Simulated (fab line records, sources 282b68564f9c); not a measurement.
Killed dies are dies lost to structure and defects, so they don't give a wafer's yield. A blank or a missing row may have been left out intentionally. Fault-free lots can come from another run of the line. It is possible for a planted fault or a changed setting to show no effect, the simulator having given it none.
Split-lot experiment :: flow rit cmos :: 23 wafers read from 5 lots, route of 202 steps

## ABOUT THE SPLIT
At RIT_PRETRO_IMPLANT_08, the setting energy kev was moved away from the recipe's 45 on 11 of the 23 wafers read, by -5.1% to +5.6%. For the rest of the wafers, this setting stayed at what the recipe calls for.

The split's own step is where the reading is taken.

## THE READING
implant.drp nm (the simulator's own value, which no gauge read), in nm, at RIT_PRETRO_IMPLANT_08. The file does not state a usual value for it.

wafer: L074.1
tool, chamber at the split: implanter-03, 0
energy kev as run: 42.72
against the recipe: -5.1%
implant.drp nm, nm: 53.39
against lot-mates on the recipe: -1.68

wafer: L074.3
tool, chamber at the split: implanter-03, 0
energy kev as run: 42.72
against the recipe: -5.1%
implant.drp nm, nm: 53.39
against lot-mates on the recipe: -1.68

wafer: L074.6
tool, chamber at the split: implanter-03, 0
energy kev as run: 42.72
against the recipe: -5.1%
implant.drp nm, nm: 53.39
against lot-mates on the recipe: -1.68

wafer: L074.2
tool, chamber at the split: implanter-03, 0
energy kev as run: 45
against the recipe: recipe
implant.drp nm, nm: 55.07
against lot-mates on the recipe: -

wafer: L074.5
tool, chamber at the split: implanter-03, 0
energy kev as run: 45
against the recipe: recipe
implant.drp nm, nm: 55.07
against lot-mates on the recipe: -

wafer: L077.1
tool, chamber at the split: implanter-02, 0
energy kev as run: 46.36
against the recipe: +3.0%
implant.drp nm, nm: 56.05
against lot-mates on the recipe: +0.98

wafer: L077.4
tool, chamber at the split: implanter-02, 0
energy kev as run: 46.36
against the recipe: +3.0%
implant.drp nm, nm: 56.05
against lot-mates on the recipe: +0.98

wafer: L077.3
tool, chamber at the split: implanter-02, 0
energy kev as run: 45
against the recipe: recipe
implant.drp nm, nm: 55.07
against lot-mates on the recipe: -

wafer: L077.5
tool, chamber at the split: implanter-02, 0
energy kev as run: 45
against the recipe: recipe
implant.drp nm, nm: 55.07
against lot-mates on the recipe: -

wafer: L077.6
tool, chamber at the split: implanter-02, 0
energy kev as run: 45
against the recipe: recipe
implant.drp nm, nm: 55.07
against lot-mates on the recipe: -

wafer: L078.2
tool, chamber at the split: implanter-03, 0
energy kev as run: 45
against the recipe: recipe
implant.drp nm, nm: 55.07
against lot-mates on the recipe: -

wafer: L078.3
tool, chamber at the split: implanter-03, 0
energy kev as run: 45
against the recipe: recipe
implant.drp nm, nm: 55.07
against lot-mates on the recipe: -

wafer: L078.4
tool, chamber at the split: implanter-03, 0
energy kev as run: 45
against the recipe: recipe
implant.drp nm, nm: 55.07
against lot-mates on the recipe: -

wafer: L082.1
tool, chamber at the split: implanter-03, 0
energy kev as run: 45
against the recipe: recipe
implant.drp nm, nm: 55.07
against lot-mates on the recipe: -

wafer: L082.4
tool, chamber at the split: implanter-03, 0
energy kev as run: 45
against the recipe: recipe
implant.drp nm, nm: 55.07
against lot-mates on the recipe: -

wafer: L082.2
tool, chamber at the split: implanter-03, 0
energy kev as run: 47.53
against the recipe: +5.6%
implant.drp nm, nm: 56.87
against lot-mates on the recipe: +1.80

wafer: L082.5
tool, chamber at the split: implanter-03, 0
energy kev as run: 47.53
against the recipe: +5.6%
implant.drp nm, nm: 56.87
against lot-mates on the recipe: +1.80

wafer: L082.6
tool, chamber at the split: implanter-03, 0
energy kev as run: 47.53
against the recipe: +5.6%
implant.drp nm, nm: 56.87
against lot-mates on the recipe: +1.80

wafer: L084.1
tool, chamber at the split: implanter-02, 0
energy kev as run: 45.79
against the recipe: +1.8%
implant.drp nm, nm: 55.64
against lot-mates on the recipe: +0.57

wafer: L084.3
tool, chamber at the split: implanter-02, 0
energy kev as run: 45.79
against the recipe: +1.8%
implant.drp nm, nm: 55.64
against lot-mates on the recipe: +0.57

wafer: L084.4
tool, chamber at the split: implanter-02, 0
energy kev as run: 45.79
against the recipe: +1.8%
implant.drp nm, nm: 55.64
against lot-mates on the recipe: +0.57

wafer: L084.2
tool, chamber at the split: implanter-02, 0
energy kev as run: 45
against the recipe: recipe
implant.drp nm, nm: 55.07
against lot-mates on the recipe: -

wafer: L084.5
tool, chamber at the split: implanter-02, 0
energy kev as run: 45
against the recipe: recipe
implant.drp nm, nm: 55.07
against lot-mates on the recipe: -

FIT RESULTS
A straight line over all 23 wafers: implant.drp nm changes by +0.326 nm for each +1% of energy kev; r = +1.00; the points scatter about the line by 0.014 nm.
The same after taking each lot's own level away (the mean of its wafers on the recipe; 23 wafers): +0.326 nm for each +1%; r = +1.00; scatter 0.014 nm.
The reading moves by 1.8 nm for the largest change in energy kev, on that fit.
The lots' own levels span 55.070 to 55.070 nm.
Hence the lot-to-lot level has little effect on the slope; both slopes agree.
Check: +1.83 nm against its lot-mates is what the line predicts for one of the wafers moved furthest among these (+5.6%) when that wafer is left out of the fit. Against them it came out at +1.8 nm.

## OTHER SPLITS ON THESE WAFERS
Before the reading, these wafers also passed through other splits. Each is held against what the fit with the lots' levels taken away leaves over:
other split on the same wafers: RIT_ACTIVE_CVD_03 temp c
wafers away from the commonest value: 10
r with implant.drp nm (lot level and that fit taken away): -0.43

other split on the same wafers: RIT_ACTIVE_DEVELOP_10 develop time s
wafers away from the commonest value: 4
r with implant.drp nm (lot level and that fit taken away): +0.10

other split on the same wafers: RIT_NWELL_IMPLANT_08 dose cm2
wafers away from the commonest value: 10
r with implant.drp nm (lot level and that fit taken away): -0.41

other split on the same wafers: RIT_PWELL_IMPLANT_08 dose cm2
wafers away from the commonest value: 7
r with implant.drp nm (lot level and that fit taken away): -0.39

## THE WHOLE CHAIN: every reading that the file lists as answering this split, in the file's order
step: RIT_PRETRO_IMPLANT_08
what it does: 
reading: implant.rp nm (the simulator's own value, which no gauge read)
change (the file's fit): +1.37 nm for each +1% of the setting
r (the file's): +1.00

step: RIT_PRETRO_IMPLANT_08
what it does: 
reading: implant.drp nm (the simulator's own value, which no gauge read)
change (the file's fit): +0.325 nm for each +1% of the setting
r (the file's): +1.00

## THE FILE'S OWN FIT
implant.drp nm changes by +0.325 nm for each +1% of energy kev, r = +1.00.
